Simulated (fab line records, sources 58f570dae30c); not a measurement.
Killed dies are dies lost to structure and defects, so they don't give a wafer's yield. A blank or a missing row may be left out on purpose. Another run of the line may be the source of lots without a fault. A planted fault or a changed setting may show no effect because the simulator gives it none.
fab line records | flow berkeley_cmos170 | part 2 of 2: steps 26 to 36 of 36
[record] lots = 5 wafers = 15 last_day = 12
route steps=331 shown M2@271 V2@292
lots with no fault: from the same line, run without faults
start_h: hours from the record's opening day to when the first of the lot's shown wafers began | wait_h: hours since the lot's step before | " unchanged from the row above | L1.1+2: several wafers, shown together as one row | - no value, or no start was given | * or withheld: withheld | < > ~ a bound
route shown NAME@n: NAME is a module with steps in the file, n the number in the route of the first one | usual: mean/standard deviation of fault-free wafers | same: alike in all rows | chamber/n: place in a boat | sites: per-site readings | _std_site: the values' standard deviation | _edge_site: outer sites' mean less inner sites' | radius_mm: for every site, how far away it sits from the centre of the wafer | mask NAME#n: copy n | behind: the tool/chamber that last shaped the wafer | hold: why the lot went on hold/how many hours it stayed there/how the hold came to an end | device: which transistor (n, p or np) failed to switch | end of line: tests run on the same wafers once the route is complete | for a step that has no rows: nothing shown but its recipe | killed: dies that structure and defects cost at the first sort, which is not the same as the wafer's yield | map: a wafer's dies, x killed, . not, _ none there
set.NAME: the setting the step ran with; set.NAME@STEP: the setting that earlier step ran with | model.NAME: the simulator's own value behind a step, which no gauge read
lots at selected steps of the route; one table per step, one row per wafer
services: a tool's chamber out of use, with start hour (start_h, from the record's first day; less than 0 if before it), hours out, and reason
[[steps]]
[step UCB170_V2_THK_MEAS_04]
[recipe] reads = SiO2_of_V2_CVD_00
[usual] V2_POLISHED_THK = 1000.2/1.6
// columns lot.wafer tool chamber start_h wait_h V2_POLISHED_THK[nm]
L079.2 film_metro-04 - 230.23 0.1 997.6
L079.3 " - " " 998.7
L079.4 " - " " 999.4
L077.3 film_metro-02 - 230.42 0.1 999.2
L077.5 " - " " 1000.0
L077.6 " - " " 1000.9
L081.1 film_metro-04 - 246.30 0.1 1001.8
L081.3 " - " " 1001.2
L081.6 " - " " 999.5
L084.1 film_metro-03 - 266.79 0.1 1000.0
L084.4 " - " " 996.3
L084.6 " - " " 997.1
L082.2 film_metro-03 - 271.64 0.1 997.0
L082.3 " - " " 998.4
L082.4 " - " " 999.1
[step UCB170_V2_CLEAN_05]
[recipe] chemistry = DIW
// columns lot.wafer tool chamber start_h wait_h
L079.2+3+4 wet_bench-02 1 230.28 0.0
L077.3+5+6 wet_bench-04 1 230.46 0.0
L081.1+3+6 wet_bench-02 2 246.36 0.1
L084.1+4+6 wet_bench-02 0 268.66 1.9
L082.2+3+4 wet_bench-02 0 271.71 0.1
[step UCB170_V2_HMDS_06]
[recipe] prime_time_s = 60 prime_temp_c = 100
[usual] exhaust_pa = 45.0/0.86
// columns lot.wafer tool chamber start_h wait_h exhaust_pa
L077.3 litho_track-04 0 230.69 0.1 45.4
L077.5 " 0 " " 45.1
L077.6 " 0 " " 44.2
L079.2 litho_track-04 0 231.11 0.4 44.7
L079.3 " 0 " " 43.3
L079.4 " 0 " " 43.8
L081.1 litho_track-02 0 246.55 0.0 43.8
L081.3 " 0 " " 42.6
L081.6 " 0 " " 43.6
L084.1 litho_track-02 0 268.83 0.0 46.1
L084.4 " 0 " " 46.7
L084.6 " 0 " " 45.9
L082.2 litho_track-04 0 272.42 0.5 45.1
L082.3 " 0 " " 45.1
L082.4 " 0 " " 44.5
[step UCB170_V2_COAT_07]
[recipe] resist = KrF spin_rpm = 1500 resist_thk_nm = 900
[usual] exhaust_pa = 45.1/0.92
// columns lot.wafer tool chamber start_h wait_h exhaust_pa
L077.3 litho_track-04 0 230.84 0.1 45.4
L077.5 " 0 " " 47.1
L077.6 " 0 " " 47.2
L079.2 litho_track-04 0 231.26 0.1 44.4
L079.3 " 0 " " 43.4
L079.4 " 0 " " 44.3
L081.1 litho_track-02 0 246.70 0.1 46.4
L081.3 " 0 " " 46.3
L081.6 " 0 " " 46.7
L084.1 litho_track-02 0 268.98 0.1 43.8
L084.4 " 0 " " 45.3
L084.6 " 0 " " 45.0
L082.2 litho_track-04 0 272.57 0.1 45.5
L082.3 " 0 " " 44.3
L082.4 " 0 " " 43.8
[step UCB170_V2_SOFTBAKE_08]
[recipe] resist = KrF temp_c = 130 time_s = 60
[usual] exhaust_pa = 45.0/0.76
// columns lot.wafer tool chamber start_h wait_h exhaust_pa
L077.3 litho_track-04 0 230.99 0.1 44.8
L077.5 " 0 " " 45.6
L077.6 " 0 " " 44.0
L079.2 litho_track-04 0 231.41 0.1 46.1
L079.3 " 0 " " 43.6
L079.4 " 0 " " 44.4
L081.1 litho_track-02 0 246.85 0.1 45.1
L081.3 " 0 " " 44.5
L081.6 " 0 " " 45.5
L084.1 litho_track-02 0 269.13 0.1 44.0
L084.4 " 0 " " 44.5
L084.6 " 0 " " 46.5
L082.2 litho_track-04 0 272.72 0.1 45.4
L082.3 " 0 " " 45.5
L082.4 " 0 " " 46.3
[step UCB170_V2_EXPOSE_09]
[recipe] mask_id = VIA2 target_cd_nm = 700 na = 0.5 sigma_outer = 0.6 source_shape = conventional dose_mj = 37
[usual] focus_offset_nm = 0.0/0.54 reticle_temp_C = 23.02/0.098
// columns lot.wafer tool chamber start_h wait_h mask focus_offset_nm reticle_temp_C
L077.3 krf_scanner-01 0 231.13 0.1 VIA2#0 -0.1 22.97
L077.5 " 0 " " VIA2#0 0.4 22.95
L077.6 " 0 " " VIA2#0 0.3 23.03
L079.2 krf_scanner-02 0 231.68 0.2 VIA2#0 -0.3 23.03
L079.3 " 0 " " VIA2#0 0.5 22.87
L079.4 " 0 " " VIA2#0 0.8 23.01
L081.1 krf_scanner-02 0 247.00 0.1 VIA2#0 0.1 22.94
L081.3 " 0 " " VIA2#0 0.1 23.03
L081.6 " 0 " " VIA2#0 0.4 22.99
L084.1 krf_scanner-02 0 269.41 0.2 VIA2#0 -0.5 23.18
L084.4 " 0 " " VIA2#0 -0.5 23.03
L084.6 " 0 " " VIA2#0 -0.6 22.90
L082.2 krf_scanner-02 0 272.99 0.2 VIA2#0 -0.8 22.87
L082.3 " 0 " " VIA2#0 -0.5 23.09
L082.4 " 0 " " VIA2#0 -0.5 23.19
[step UCB170_V2_PEB_10]
[recipe] peb_temp_c = 130 peb_time_s = withheld resist = KrF
[usual] exhaust_pa = 44.9/0.93
// columns lot.wafer tool chamber start_h wait_h exhaust_pa
L077.3 litho_track-03 0 231.74 0.6 45.9
L077.5 " 0 " " 45.2
L077.6 " 0 " " 45.4
L079.2 litho_track-02 0 231.91 0.2 46.3
L079.3 " 0 " " 46.5
L079.4 " 0 " " 46.7
L081.1 litho_track-03 0 247.12 0.1 43.8
L081.3 " 0 " " 44.4
L081.6 " 0 " " 44.0
L084.1 litho_track-04 0 269.81 0.4 43.6
L084.4 " 0 " " 42.9
L084.6 " 0 " " 43.5
L082.2 litho_track-03 0 273.69 0.7 44.2
L082.3 " 0 " " 45.1
L082.4 " 0 " " 45.1
[step UCB170_V2_DEVELOP_11]
[recipe] developer = TMAH develop_time_s = 45 resist = KrF dev_temp_c = 21
[usual] exhaust_pa = 44.9/0.89
// columns lot.wafer tool chamber start_h wait_h exhaust_pa
L077.3 litho_track-03 0 - - 45.9
L077.5 " 0 " " 46.3
L077.6 " 0 " " 45.7
L079.2 litho_track-02 0 - - 46.0
L079.3 " 0 " " 45.3
L079.4 " 0 " " 44.6
L081.1 litho_track-03 0 - - 43.6
L081.3 " 0 " " 46.1
L081.6 " 0 " " 45.3
L084.1 litho_track-04 0 - - 43.1
L084.4 " 0 " " 44.2
L084.6 " 0 " " 45.6
L082.2 litho_track-03 0 - - 45.5
L082.3 " 0 " " 44.6
L082.4 " 0 " " 44.5
[step UCB170_V2_CD_MEAS_12]
[recipe] target_cd_nm = 700
[usual] cd_nm = 700.5/1.4
// columns lot.wafer tool chamber start_h wait_h cd_nm
L077.3 cd_sem-02 - 232.00 - 701.6
L077.5 " - " " 701.4
L077.6 " - " " 701.9
L079.2 cd_sem-01 - 232.18 - 699.2
L079.3 " - " " 698.3
L079.4 " - " " 698.9
L081.1 cd_sem-02 - 247.39 - 702.1
L081.3 " - " " 701.7
L081.6 " - " " 702.1
L084.1 cd_sem-02 - 270.08 - 700.2
L084.4 " - " " 700.6
L084.6 " - " " 699.7
L082.2 cd_sem-02 - 273.96 - 701.7
L082.3 " - " " 700.2
L082.4 " - " " 700.6
[step UCB170_V2_OVL_MEAS_13]
[usual] V2_OVL = -1/5.7
// columns lot.wafer tool chamber start_h wait_h V2_OVL[nm]
L077.3 overlay-02 - 232.10 0.1 -4
L077.5 " - " " 2
L077.6 " - " " 1
L079.2 overlay-02 - 232.29 0.1 3
L079.3 " - " " 2
L079.4 " - " " 0
L081.1 overlay-02 - 247.51 0.1 4
L081.3 " - " " -1
L081.6 " - " " 5
L084.1 overlay-01 - 270.20 0.1 9
L084.4 " - " " 0
L084.6 " - " " 1
L082.2 overlay-02 - 274.06 0.1 1
L082.3 " - " " 3
L082.4 " - " " 3
[step UCB170_V2_ETCH_14]
[recipe] chemistry = CHF3/CF4/Ar target = SiO2 stop_on = Al CHF3_flow_sccm = 45 cf4_flow_sccm = 15 Ar_flow_sccm = 150 pressure_mtorr = 200 rf_w = 700 target_depth_a = 12500 over_etch_frac = 0.25 time_s = 291
[usual] drypump_motor_current_A = 5.5/0.38 oes_product_au = 0.877/0.011 throttle_valve_pct = 6.97/0.085
// columns lot.wafer tool chamber start_h wait_h drypump_motor_current_A oes_product_au rf_hours_counter_h throttle_valve_pct
L077.3 rie_diel-02 0 232.12 0.0 5.3 0.889 93 6.91
L077.5 " 2 " " 4.9 0.865 - 7.04
L077.6 " 3 " " 5.3 0.857 - 7.16
L079.2 rie_diel-03 2 232.32 0.0 5.2 0.876 119 7.14
L079.3 " 3 " " 5.0 0.882 20 6.97
L079.4 " 1 " " 6.0 0.879 3 6.93
L081.1 rie_diel-03 1 247.55 0.0 6.0 0.875 4 6.92
L081.3 " 3 " " 5.0 0.887 20 6.98
L081.6 " 3 " " 5.0 0.878 - 6.98
L084.1 rie_diel-01 0 270.24 0.0 5.7 0.877 80 6.89
L084.4 " 2 " " 5.2 0.901 34 6.96
L084.6 " 0 " " 5.7 0.876 - 6.89
L082.2 rie_diel-01 2 274.09 0.0 5.2 0.887 34 6.95
L082.3 " 3 " " 6.0 0.884 49 7.00
L082.4 " 0 " " 5.7 0.872 81 6.89
[[services]]
// columns tool chamber start_h hours kind
rie_diel-02 - 206.82 14.6 pm
krf_scanner-02 - 209.82 4.0 pm
krf_scanner-02 - 217.68 0.1 repair
rie_diel-04 3 218.97 2.4 repair
rie_diel-03 3 225.83 2.9 repair
krf_scanner-02 - 229.65 0.8 pm
plasma_asher-02 - 231.04 4.2 repair
krf_scanner-01 - 231.31 4.4 pm
cmp-01 - 232.00 4.0 pm
wet_bench-03 - 233.16 1.4 repair
cmp-01 - 236.00 - consumable_replace:conditioner
rie_metal-02 - 240.21 2.8 pm
pecvd-03 - 242.50 14.0 pm
cmp-01 - 244.47 11.8 repair
krf_scanner-02 0 244.73 - calibration
pecvd-03 - 247.20 0.6 repair
rie_metal-01 1 247.48 28.9 repair
pvd_sputter-02 - 249.91 5.8 repair
rie_diel-03 3 250.24 4.5 repair
rie_diel-04 1 254.35 9.1 repair
pvd_sputter-02 - 256.41 6.7 repair
pecvd-04 - 264.60 1.9 repair
rie_diel-02 - 269.25 1.1 repair
rie_metal-04 - 273.93 2.4 repair
